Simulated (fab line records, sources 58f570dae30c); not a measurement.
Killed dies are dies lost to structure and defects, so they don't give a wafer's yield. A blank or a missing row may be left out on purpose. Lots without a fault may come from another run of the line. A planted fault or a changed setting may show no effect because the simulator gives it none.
Split-lot experiment | flow berkeley_cmos170 | 5 lots, 23 wafers read, on a route of 331 steps

THE SPLIT
At UCB170_ZERO_COAT_01 (resist thk 900 nm), the setting spin_rpm was moved away from the recipe's 1500 rpm on 10 of the 23 wafers read, by -6.1% to +4.9%. The other wafers ran this setting at the recipe's value.

The reading is taken at the split's own step.

THE READING
KrF_of_ZERO_COAT_01.thk_nm (the simulator's own value, which no gauge read), in nm, at UCB170_ZERO_COAT_01 (resist thk 900 nm). The file gives no usual value for it. The 13 wafers here that ran the recipe average 898.7 nm, standard deviation 2.8 nm.

wafer  | tool, chamber at the split | spin_rpm as run, rpm | against the recipe | KrF_of_ZERO_COAT_01.thk_nm, nm | against lot-mates on the recipe
L079.1 | litho_track-04, 0          | 1500                 | recipe             | 903.4                          | -
L079.2 | litho_track-04, 0          | 1500                 | recipe             | 901                            | -
L079.4 | litho_track-04, 0          | 1573                 | +4.9%              | 881                            | -21.2
L079.5 | litho_track-04, 0          | 1573                 | +4.9%              | 881.7                          | -20.5
L079.6 | litho_track-04, 0          | 1573                 | +4.9%              | 881.9                          | -20.3
L080.1 | litho_track-03, 0          | 1500                 | recipe             | 895.7                          | -
L080.2 | litho_track-03, 0          | 1500                 | recipe             | 896.8                          | -
L080.5 | litho_track-03, 0          | 1500                 | recipe             | 899.2                          | -
L081.1 | litho_track-03, 0          | 1500                 | recipe             | 902                            | -
L081.2 | litho_track-03, 0          | 1500                 | recipe             | 900.3                          | -
L081.4 | litho_track-03, 0          | 1500                 | recipe             | 899.1                          | -
L081.5 | litho_track-03, 0          | 1427                 | -4.9%              | 926.6                          | +26.1
L081.6 | litho_track-03, 0          | 1427                 | -4.9%              | 927.3                          | +26.8
L082.1 | litho_track-04, 0          | 1500                 | recipe             | 892.6                          | -
L082.2 | litho_track-04, 0          | 1500                 | recipe             | 896.7                          | -
L082.3 | litho_track-04, 0          | 1464                 | -2.4%              | 908.2                          | +12.7
L082.4 | litho_track-04, 0          | 1464                 | -2.4%              | 906.6                          | +11.1
L082.5 | litho_track-04, 0          | 1500                 | recipe             | 897.1                          | -
L084.1 | litho_track-02, 0          | 1408                 | -6.1%              | 932                            | +32.1
L084.2 | litho_track-02, 0          | 1500                 | recipe             | 898.8                          | -
L084.3 | litho_track-02, 0          | 1500                 | recipe             | 901                            | -
L084.5 | litho_track-02, 0          | 1408                 | -6.1%              | 924.7                          | +24.8
L084.6 | litho_track-02, 0          | 1408                 | -6.1%              | 927.3                          | +27.4

THE FIT
A straight line over all 23 wafers: KrF_of_ZERO_COAT_01.thk_nm changes by -4.46 nm for each +1% of spin_rpm; r = -0.97; the points scatter about the line by 3.5 nm.
The same after taking each lot's own level away (the mean of its wafers on the recipe; 23 wafers): -4.62 nm for each +1%; r = -0.99; scatter 2.1 nm.
On that fit, the largest move of spin_rpm shifts the reading by 28 nm.
The lots' own levels span 895.47 to 902.20 nm, that is 2.4 times the standard deviation above.
So the lot-to-lot level changes the slope little: the two slopes agree.
Check: with one of the wafers moved furthest among these (-6.1%) left out of the fit, the line predicts +28.3 nm for it against its lot-mates. It came out at +32.1 nm against them.

THE WHOLE CHAIN: every reading that the file lists as answering this split, in the file's order
step                 | what it does      | reading                                                                     | change (the file's fit)              | r (the file's)
UCB170_ZERO_COAT_01  | resist thk 900 nm | KrF_of_ZERO_COAT_01.thk_nm (the simulator's own value, which no gauge read) | -4.74 nm for each +1% of the setting | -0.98
UCB170_ZERO_STRIP_07 | strips in O2      | strip_time_to_endpoint_s                                                    | withheld for each +1% of the setting | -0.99

THE FILE'S OWN FIT
KrF_of_ZERO_COAT_01.thk_nm changes by -4.74 nm for each +1% of spin_rpm, r = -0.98.
